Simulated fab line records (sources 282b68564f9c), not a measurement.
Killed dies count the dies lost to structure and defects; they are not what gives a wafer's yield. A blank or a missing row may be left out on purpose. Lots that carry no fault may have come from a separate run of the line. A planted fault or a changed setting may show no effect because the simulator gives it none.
Which tool is to blame? | flow ritCmos | 42 wafers from 14 lots sampled at 2 of the route's 202 steps

== WHAT THE GAUGES READ, wafer by wafer ==
RIT_ACTIVE_CD_MEAS_11: target cd 1400 nm.
lot  | measured    | on       | cdNm (nm)
L679 | day 1 14:40 | cdSem-02 | 1397.4 1397.9 1399.0
L680 | day 1 19:39 | cdSem-02 | 1400.7 1399.0 1399.3
L681 | day 2 00:41 | cdSem-01 | 1404.2 1402.6 1404.5
L682 | day 2 05:35 | cdSem-01 | 1410.7 1410.4 1409.8
L683 | day 2 10:26 | cdSem-02 | 1408.4 1409.1 1407.3
L686 | day 3 03:19 | cdSem-02 | 1407.3 1404.5 1409.0
L688 | day 3 12:40 | cdSem-02 | 1406.8 1407.1 1404.1
L691 | day 4 05:44 | cdSem-02 | 1404.8 1405.1 1404.4
L692 | day 4 09:29 | cdSem-01 | 1402.3 1400.7 1401.2
L694 | day 4 19:04 | cdSem-01 | 1404.7 1406.8 1404.6
L698 | day 5 14:24 | cdSem-02 | 1402.7 1399.6 1403.0
L699 | day 5 19:17 | cdSem-01 | 1402.8 1398.7 1400.6
L701 | day 6 05:36 | cdSem-02 | 1403.3 1403.4 1403.9
L702 | day 6 10:46 | cdSem-01 | 1402.4 1404.8 1403.3

== TOOL THAT RAN EACH LOT (tool first, then ch and the chambers of the sampled wafers, then the start) ==
lot  | RIT_ACTIVE_EXPOSE_08
L679 | ilineStepper-01 ch 0, day 1 14:16
L680 | ilineStepper-01 ch 0, day 1 19:14
L681 | ilineStepper-02 ch 0, day 2 00:17
L682 | ilineStepper-01 ch 0, day 2 05:11
L683 | ilineStepper-01 ch 0, day 2 10:02
L686 | ilineStepper-01 ch 0, day 3 02:55
L688 | ilineStepper-01 ch 0, day 3 12:16
L691 | ilineStepper-02 ch 0, day 4 05:20
L692 | ilineStepper-02 ch 0, day 4 09:05
L694 | ilineStepper-02 ch 0, day 4 18:40
L698 | ilineStepper-02 ch 0, day 5 14:00
L699 | ilineStepper-02 ch 0, day 5 18:53
L701 | ilineStepper-02 ch 0, day 6 05:12
L702 | ilineStepper-02 ch 0, day 6 10:20
- RIT_ACTIVE_EXPOSE_08: exposes mask M1, target cd 1400 nm.

== AS READ BY THE TOOLS THEMSELVES (means over the sampled wafers that have a number; for cases with no such wafer, the mark the record gives instead) ==
RIT_ACTIVE_EXPOSE_08.
lot  | tool            | exposureDoseMJCm2 | focusOffsetNm (nm)
L679 | ilineStepper-01 | 225.32            | 0.3
L680 | ilineStepper-01 | 225.21            | -0.3
L681 | ilineStepper-02 | 224.73            | 0.4
L682 | ilineStepper-01 | 217.44            | -0.0
L683 | ilineStepper-01 | 218.90            | 0.3
L686 | ilineStepper-01 | 220.58            | -0.7
L688 | ilineStepper-01 | 221.43            | 0.0
L691 | ilineStepper-02 | 224.84            | -0.2
L692 | ilineStepper-02 | 224.67            | 0.3
L694 | ilineStepper-02 | 225.12            | 0.6
L698 | ilineStepper-02 | 224.69            | 0.3
L699 | ilineStepper-02 | 224.90            | 0.9
L701 | ilineStepper-02 | 224.83            | 0.1
L702 | ilineStepper-02 | 224.69            | 0.4

== THE ANSWER, worked out from the rows above alone ==
Rule: the usual values come from the lots themselves. Put in order of their means at a reading, lots are off if they are a third of the lots or fewer, leave a main group of 4 or more, and stand apart from it by a gap of 3 or more times the standard deviation of the main group's means; of several such gaps the widest counts. The tables above print the reading to a certain number of digits; a main group whose means all agree to those digits is not used. Also off: a lot with no number at a reading for which 4 or more lots have one. The other lots that the step has rows for count as sound. First the gauges in route order, then the tools' own readings, where a lot's mean is used as printed above. At the first step where some lot is off, the reading lying furthest off is the one used; lots without a number count as furthest.
Off, at RIT_ACTIVE_EXPOSE_08 on exposureDoseMJCm2: L682, L683, L686, L688. The main group: mean 224.90, standard deviation 0.22.
A tool fits if, at that step or a process step before it, it ran every lot that is off, and no sound lot after the first of them. One fits: ilineStepper-01 at RIT_ACTIVE_EXPOSE_08. Its last sound lot is L680 (day 1 19:14), its first lot that is off L682 (day 2 05:11): a fault that began between those two fits.
The tool's own readings at RIT_ACTIVE_EXPOSE_08 bear it out: on the lots that are off they differ by more than 5 times the standard deviation of the sound lots' means. exposureDoseMJCm2 reads 219.59 there against 224.90 on the sound lots.

== WHAT THE SIMULATOR PUT IN ==
Drift in process parameters on ilineStepper-01 at RIT_ACTIVE_EXPOSE_08, starting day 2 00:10. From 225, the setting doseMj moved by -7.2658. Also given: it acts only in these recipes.
Shown lots that were struck: L682, L683, L686, L688. The rule given above showed the same thing.
